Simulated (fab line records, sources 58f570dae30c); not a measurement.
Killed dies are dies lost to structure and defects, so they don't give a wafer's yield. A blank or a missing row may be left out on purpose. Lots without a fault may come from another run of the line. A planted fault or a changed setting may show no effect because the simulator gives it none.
Which tool did it? | flow berkeley_cmos170 | 13 lots, 39 wafers sampled, at 2 steps of a route of 331

WHAT THE GAUGES READ, wafer by wafer
UCB170_V1_CD_MEAS_12: target cd 700 nm.
lot  | measured     | on        | cd_nm (nm)
L742 | day 8 23:58  | cd_sem-02 | 701.3 700.0 699.3
L744 | day 9 05:31  | cd_sem-02 | 700.7 699.7 699.8
L749 | day 11 04:20 | cd_sem-02 | 699.7 698.9 697.9
L750 | day 11 04:35 | cd_sem-02 | 699.6 701.3 700.6
L751 | day 11 05:47 | cd_sem-02 | 701.0 698.5 700.1
L752 | day 11 05:29 | cd_sem-02 | 699.5 699.2 699.2
L753 | day 11 14:09 | cd_sem-02 | 700.1 701.8 699.9
L755 | day 11 23:33 | cd_sem-02 | 699.7 701.3 700.7
L756 | day 11 23:19 | cd_sem-02 | 700.3 701.4 700.7
L757 | day 12 15:39 | cd_sem-02 | 700.8 701.7 701.3
L762 | day 12 23:49 | cd_sem-02 | 698.8 698.7 700.3
L761 | day 13 03:55 | cd_sem-02 | 697.2 699.6 698.9
L763 | day 13 08:50 | cd_sem-02 | 702.3 701.2 700.9

WHICH TOOL RAN EACH LOT (tool, then ch and the chambers of the sampled wafers, then the start)
lot  | UCB170_V1_CVD_00
L742 | pecvd-03 ch 1,2, day 8 21:56
L744 | pecvd-04 ch 0,1,2, day 9 02:59
L749 | pecvd-01 ch 0,1,2, day 11 01:58
L750 | pecvd-03 ch 0,1, day 11 01:58
L751 | pecvd-01 ch 0,1,2, day 11 03:17
L752 | pecvd-04 ch 1,2, day 11 03:17
L753 | pecvd-04 ch 0,1, day 11 12:08
L755 | pecvd-01 ch 0,1,2, day 11 19:17
L756 | pecvd-04 ch 0,2, day 11 20:37
L757 | pecvd-04 ch 0,1,2, day 12 13:52
L762 | pecvd-01 ch 0,1, day 12 20:08
L761 | pecvd-01 ch 0,1,2, day 13 00:57
L763 | pecvd-01 ch 0,1, day 13 06:22
- UCB170_V1_CVD_00: deposits SiO2 from TEOS/O2, target thk 2000 nm, time 250 s.

WHAT THE TOOLS THEMSELVES READ (means of the sampled wafers that have a number; where no wafer has one, the mark that the record gives instead)
UCB170_V1_CVD_00.
lot  | tool     | heater_power_w (W)
L742 | pecvd-03 | 274
L744 | pecvd-04 | 260
L749 | pecvd-01 | 268
L750 | pecvd-03 | 211
L751 | pecvd-01 | 244
L752 | pecvd-04 | 280
L753 | pecvd-04 | 264
L755 | pecvd-01 | 285
L756 | pecvd-04 | 243
L757 | pecvd-04 | 241
L762 | pecvd-01 | 223
L761 | pecvd-01 | 225
L763 | pecvd-01 | 273

THE ANSWER, worked out from the rows above alone
Rule: what is usual is taken from the lots themselves. Put in order of their means at a reading, lots are off if they are a third of the lots or fewer, leave a main group of 4 or more, and stand apart from it by a gap of 3 or more times the standard deviation of the main group's means; of several such gaps the widest counts. A main group whose means are all the same, to the digits that the tables above print for the reading, isn't used. A lot without any number at a reading at which 4 lots or more have one is off too. The other lots that the step has rows for count as sound. The gauges are gone through in route order, then the tools' own readings, and for those a lot's mean is taken as printed above. The first step at which some lot is off is used, and at that step the reading that is off furthest; a lot without a number counts as furthest.
No lot is off at any reading shown: from this, nothing can be told.

WHAT THE SIMULATOR HAD PUT IN
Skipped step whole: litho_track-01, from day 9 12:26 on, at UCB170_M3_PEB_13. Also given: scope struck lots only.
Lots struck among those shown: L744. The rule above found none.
